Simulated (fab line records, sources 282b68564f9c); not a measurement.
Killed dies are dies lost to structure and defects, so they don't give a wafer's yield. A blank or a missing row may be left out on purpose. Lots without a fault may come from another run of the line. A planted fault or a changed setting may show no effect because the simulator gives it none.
Which tool did it? | flow rit_cmos | 14 lots, 42 wafers sampled, at 2 steps of a route of 202

WHAT THE GAUGES READ, wafer by wafer
RIT_GATE_CD_MEAS_16: target cd 150 nm. Usual: cd_nm 149.6 nm, standard deviation 2.5.
lot  | measured    | on        | cd_nm (nm)        | flag
L244 | day 2 21:47 | cd_sem-01 | 154.7 154.3 151.5 |
L245 | day 3 03:17 | cd_sem-01 | 148.9 149.3 149.5 |
L246 | day 3 03:34 | cd_sem-02 | 148.7 146.5 145.3 |
L247 | day 3 10:50 | cd_sem-01 | 152.1 152.9 152.7 |
L248 | day 3 11:00 | cd_sem-02 | 152.4 152.5 151.4 |
L249 | day 3 14:35 | cd_sem-02 | 149.2 149.5 150.6 |
L251 | day 4 03:18 | cd_sem-01 | 150.8 150.1 148.9 |
L254 | day 4 19:11 | cd_sem-01 | 136.4 134.0 133.9 | OFF
L255 | day 5 07:08 | cd_sem-01 | 149.3 148.6 149.3 |
L259 | day 5 21:25 | cd_sem-01 | 135.1 137.0 136.2 | OFF
L262 | day 6 11:43 | cd_sem-02 | 150.9 152.6 149.6 |
L263 | day 6 14:09 | cd_sem-01 | 150.3 149.6 150.7 |
L266 | day 7 07:04 | cd_sem-02 | 145.3 146.5 147.1 |
L267 | day 7 12:10 | cd_sem-02 | 151.1 150.7 151.0 |

WHICH TOOL RAN EACH LOT (tool, then ch and the chambers of the sampled wafers, then the start)
lot  | RIT_GATE_DEVELOP_15
L244 | litho_track-04 ch 0, day 2 21:00
L245 | litho_track-04 ch 0, day 3 03:00
L246 | litho_track-01 ch 0, day 3 03:00
L247 | litho_track-03 ch 0, day 3 10:00
L248 | litho_track-01 ch 0, day 3 10:00
L249 | litho_track-04 ch 0, day 3 14:00
L251 | litho_track-01 ch 0, day 4 03:00
L254 | litho_track-04 ch 0, day 4 19:00
L255 | litho_track-01 ch 0, day 5 07:00
L259 | litho_track-04 ch 0, day 5 21:00
L262 | litho_track-03 ch 0, day 6 11:00
L263 | litho_track-03 ch 0, day 6 14:00
L266 | litho_track-03 ch 0, day 7 06:00
L267 | litho_track-03 ch 0, day 7 12:00
- RIT_GATE_DEVELOP_15: develop time 50 s.

WHAT THE TOOLS THEMSELVES READ (means of the sampled wafers that have a number; where no wafer has one, the mark that the record gives instead)
RIT_GATE_DEVELOP_15. Usual: developer_temp_C 23.03 C, standard deviation 0.12.
lot  | tool           | developer_temp_C (C) | flag
L244 | litho_track-04 | 22.85                |
L245 | litho_track-04 | 22.89                |
L246 | litho_track-01 | 23.03                |
L247 | litho_track-03 | 22.91                |
L248 | litho_track-01 | 23.07                |
L249 | litho_track-04 | 23.15                |
L251 | litho_track-01 | 22.93                |
L254 | litho_track-04 | 20.75                | OFF
L255 | litho_track-01 | 22.94                |
L259 | litho_track-04 | 20.75                | OFF
L262 | litho_track-03 | 23.23                |
L263 | litho_track-03 | 22.88                |
L266 | litho_track-03 | 23.15                |
L267 | litho_track-03 | 22.99                |

THE ANSWER, worked out from the rows above alone
Rule: a lot is off if the mean of its wafers that have a number lies more than 3 standard deviations from the usual mean. A lot without any number at a reading at which 4 lots or more have one is off too. The other lots that the step has rows for count as sound. The gauges are gone through in route order, then the tools' own readings, and for those a lot's mean is taken as printed above. The first step at which some lot is off is used, and at that step the reading that is off furthest; a lot without a number counts as furthest.
Off: L254, L259, at RIT_GATE_CD_MEAS_16 (cd_nm).
A tool fits if, at a process step before that reading, it ran every lot that is off, and no sound lot after the first of them. The gauges at RIT_GATE_CD_MEAS_16 aren't tried: what is off there is off at RIT_GATE_DEVELOP_15 too, on other tools, and a gauge's error can't cause that. One fits: litho_track-04 at RIT_GATE_DEVELOP_15. Its last sound lot is L249 (day 3 14:00), its first lot that is off L254 (day 4 19:00): a fault that began between those two fits.
The tool's own readings at RIT_GATE_DEVELOP_15 bear it out: on the lots that are off they differ by more than 5 times the standard deviation of the sound lots' means. developer_temp_C reads 20.75 C there against 23.00 C on the sound lots.

WHAT THE SIMULATOR HAD PUT IN
Process parameter drift: litho_track-04, from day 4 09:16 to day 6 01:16, at RIT_GATE_DEVELOP_15. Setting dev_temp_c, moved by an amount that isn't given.
Lots struck among those shown: L254, L259. The rule above found the same.
